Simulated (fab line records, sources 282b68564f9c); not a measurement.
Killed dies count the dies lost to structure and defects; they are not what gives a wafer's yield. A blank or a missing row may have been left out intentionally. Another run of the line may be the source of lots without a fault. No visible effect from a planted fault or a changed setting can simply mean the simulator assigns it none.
One fault seen from 2 desks | flow ritCmos | only its own numbers are on each desk; what lay behind them is given at the end

FROM THE METROLOGY DESK
What the gauges read for every lot (on any tool): the sampled wafers with a number, averaged. Any lot whose mean is over 4 standard deviations away from the usual mean is out of limits and marked OUT; that distance is given in the brackets.
Columns: A = ACTIVE_OXIDE_THK at RIT_ACTIVE_THK_MEAS_02, usual 45.4 nm; B = PWELL_TW at RIT_PWELL_TW_MEAS_10, usual 947; C = NRETRO_OVL at RIT_NRETRO_OVL_MEAS_06, usual -0.6 nm; D = GATE_OXIDE_THK at RIT_GATE_THK_MEAS_07, usual 2.99 nm
lot  | first seen here | A    | B   | C    | D
L440 | day 1 12:04     | 46.3 | 941 | -0.0 | 2.95
L441 | day 1 17:03     | 45.2 | 946 | -2.5 | 2.98
L442 | day 1 22:04     | 45.1 | 946 | 0.4  | 2.91
L443 | day 2 03:03     | 45.8 | 947 | -0.2 | 3.89 (+14) OUT
L444 | day 2 08:03     | 45.5 | 937 | -0.4 | 3.81 (+13) OUT
L445 | day 2 13:03     | 45.4 | 949 | 0.9  | 3.76 (+12) OUT
L449 | day 3 09:04     | 46.8 | 954 | -1.0 | 3.05
L454 | day 4 10:03     | 44.9 | 956 | -0.6 | 3.00
L456 | day 4 20:04     | 45.5 | 952 | -2.4 | 3.03
L457 | day 5 01:03     | 45.3 | 954 | 1.1  | 2.95
L458 | day 5 08:01     | 45.8 | 957 | -2.6 | 3.08
L459 | day 5 12:22     | 44.4 | 944 | -0.3 | 2.96
L460 | day 5 16:04     | 44.1 | 946 | -1.4 | 2.97
L461 | day 5 21:04     | 44.7 | 946 | -1.5 | 2.91
L463 | day 6 07:03     | 45.0 | 949 | 1.5  | 2.99
Per this desk, out of limits: L443, L444, L445; the first was L443, day 3 00:48 (GATE_OXIDE_THK at RIT_GATE_THK_MEAS_07). L440, L441, L442, L449, L454, L456, L457, L458, L459, L460, L461, L463: within limits.

THE TOOL OWNER'S DESK: furnace-01
The tool's own readings at RIT_GATE_OXIDATION_05 (target thk 3 nm, ox time 270 s): means of the sampled wafers that have a number, for each lot that ran on this tool. Any lot whose mean is over 4 standard deviations away from the usual mean is out of limits and marked OUT; that distance is given in the brackets.
Columns: A = spikeTcCentreC at RIT_GATE_OXIDATION_05, usual 902.6 C; B = spikeTcLoadC at RIT_GATE_OXIDATION_05, usual 927.4 C; C = spikeTcSourceC at RIT_GATE_OXIDATION_05, usual 923 C; D = tubeCenterTempC at RIT_GATE_OXIDATION_05, usual 900 C; E = tube_center_temp_C_max at RIT_GATE_OXIDATION_05, usual 902.3
lot  | first seen here | A               | B                | C              | D                     | E
L441 | day 2 13:05     | 902.2           | 929.0            | 926            | 900                   | 902.3
L442 | day 2 20:22     | 902.6           | 929.4            | 927            | 900                   | 902.3
L443 | day 2 23:29     | 922.1 (+20) OUT | 950.4 (+9.6) OUT | 946 (+7.1) OUT | 920 (+99 or more) OUT | 922.4 (+56) OUT
L444 | day 3 04:49     | 922.2 (+20) OUT | 949.9 (+9.4) OUT | 948 (+7.5) OUT | 920 (+99 or more) OUT | 922.2 (+55) OUT
L445 | day 3 14:03     | 922.9 (+20) OUT | 950.6 (+9.7) OUT | 947 (+7.4) OUT | 920 (+99 or more) OUT | 922.7 (+57) OUT
L460 | day 6 15:56     | 902.0           | 930.0            | 926            | 900                   | 902.7
L461 | day 6 17:53     | 902.6           | 929.3            | 926            | 900                   | 902.4
This desk's verdict: out of limits on L443, L444, L445, starting with L443 at day 2 23:29 (spikeTcCentreC at RIT_GATE_OXIDATION_05). L441, L442, L460, L461: within limits.

BROUGHT TOGETHER
At day 2 23:29, on L443, L444, L445, the tool owner's desk was in a position to raise an alarm.
At day 3 00:48 the metrology desk could have sounded an alarm, on L443, L444, L445.
Every lot named ran RIT_GATE_OXIDATION_05 on furnace-01.

WHAT HAD BEEN PUT IN BY THE SIMULATOR
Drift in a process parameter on furnace-01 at RIT_GATE_OXIDATION_05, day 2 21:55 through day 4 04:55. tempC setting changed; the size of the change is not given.
Shown lots that were struck: L443, L444, L445.
Delay (hours) between the fault's onset and each desk's first out-of-limits reading: 2 at the tool owner's desk, 3 at the metrology desk.
